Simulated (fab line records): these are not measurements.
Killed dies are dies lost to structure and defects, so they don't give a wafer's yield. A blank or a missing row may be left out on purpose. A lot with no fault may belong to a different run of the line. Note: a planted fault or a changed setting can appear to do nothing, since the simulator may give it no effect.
Which tool was responsible?	flow berkeley-cmos170	14 lots, 42 wafers sampled, at 2 steps of a route of 331

== WHAT EACH GAUGE READ, for each wafer ==
UCB170_NWELL_OVL_MEAS_12. Usual: NWELL_OVL gives 0 nm (standard deviation 4.9).
lot	measured	on	NWELL_OVL (nm)	flag
L386	day 2 08:49	overlay-01	8 1 1	
L387	day 2 15:35	overlay-01	-4 -4 -6	
L388	day 2 21:49	overlay-02	0 1 0	
L389	day 3 02:13	overlay-01	1 2 -2	
L391	day 3 12:05	overlay-01	0 -3 6	
L392	day 3 18:47	overlay-02	3 0 3	
L393	day 3 19:02	overlay-01	8 -1 6	
L398	day 5 00:43	overlay-02	675 677 682	OFF
L397	day 5 00:57	overlay-01	-6 -6 0	
L400	day 5 10:06	overlay-01	-2 -2 -9	
L401	day 5 17:44	overlay-02	-3 -9 -5	
L403	day 6 01:42	overlay-02	675 679 686	OFF
L408	day 7 01:14	overlay-02	11 2 8	
L409	day 7 11:41	overlay-02	0 1 6	

== WHICH TOOL RAN EACH LOT (tool, then ch and the chambers of the sampled wafers, then the start) ==
lot	UCB170_NWELL_EXPOSE_09
L386	krf-scanner-02 ch 0, day 2 07:37
L387	krf-scanner-01 ch 0, day 2 15:13
L388	krf-scanner-02 ch 0, day 2 20:54
L389	krf-scanner-01 ch 0, day 3 01:38
L391	krf-scanner-01 ch 0, day 3 11:07
L392	krf-scanner-01 ch 0, day 3 18:24
L393	krf-scanner-02 ch 0, day 3 18:38
L398	krf-scanner-02 ch 0, day 5 00:19
L397	krf-scanner-01 ch 0, day 5 00:34
L400	krf-scanner-01 ch 0, day 5 09:25
L401	krf-scanner-01 ch 0, day 5 17:01
L403	krf-scanner-02 ch 0, day 6 01:19
L408	krf-scanner-01 ch 0, day 7 00:52
L409	krf-scanner-01 ch 0, day 7 11:17
- UCB170_NWELL_EXPOSE_09: exposes mask NWELL, target cd 3000 nm.

== AS READ BY THE TOOLS THEMSELVES (means over the sampled wafers that have a number; for cases with no such wafer, the mark the record gives instead) ==
UCB170_NWELL_EXPOSE_09. Usual: focus-offset-nm -0.1 nm, standard deviation 0.53; stage-vel-mm-s 499.93 mm/s, standard deviation 0.26.
lot	tool	focus-offset-nm (nm)	stage-vel-mm-s (mm/s)	flag
L386	krf-scanner-02	-0.1	499.93	
L387	krf-scanner-01	0.8	500.28	
L388	krf-scanner-02	0.5	499.82	
L389	krf-scanner-01	-0.3	499.98	
L391	krf-scanner-01	-0.6	500.16	
L392	krf-scanner-01	0.4	499.47	
L393	krf-scanner-02	-0.8	500.04	
L398	krf-scanner-02	-0.3	500.16	
L397	krf-scanner-01	0.5	499.87	
L400	krf-scanner-01	0.4	500.03	
L401	krf-scanner-01	-0.3	499.90	
L403	krf-scanner-02	-0.2	499.90	
L408	krf-scanner-01	-0.7	500.01	
L409	krf-scanner-01	-0.6	499.75	

== THE ANSWER, worked out from the rows above alone ==
Rule: lot off if the mean of its wafers having a number is beyond 3 standard deviations from the usual mean. A lot without any number at a reading at which 4 lots or more have one is off too. Where the step has rows for the other lots, those lots are counted as sound. After the gauges, taken in route order, come the tools' own readings; for these a lot's mean is taken, as printed above. At the first step where some lot is off, the reading lying furthest off is the one used; lots without a number count as furthest.
Off: L398, L403, seen at UCB170_NWELL_OVL_MEAS_12 (NWELL_OVL).
A tool fits if, at a process step before that reading, it ran every lot that is off, and no sound lot after the first of them. Gauges at UCB170_NWELL_OVL_MEAS_12: tried the same way as those tools. One fits: UCB170_NWELL_EXPOSE_09 on krf-scanner-02. A fault onset in the window from L393 (day 3 18:38, its last sound lot) to L398 (day 5 00:19, its first lot off) fits.

== WHAT THE SIMULATOR HAD INSERTED ==
Scanner matching overlay: krf-scanner-02, from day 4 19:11 on, at UCB170_NWELL_EXPOSE_09. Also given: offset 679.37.
Struck lots among those shown: L398, L403. Same finding as the rule above.
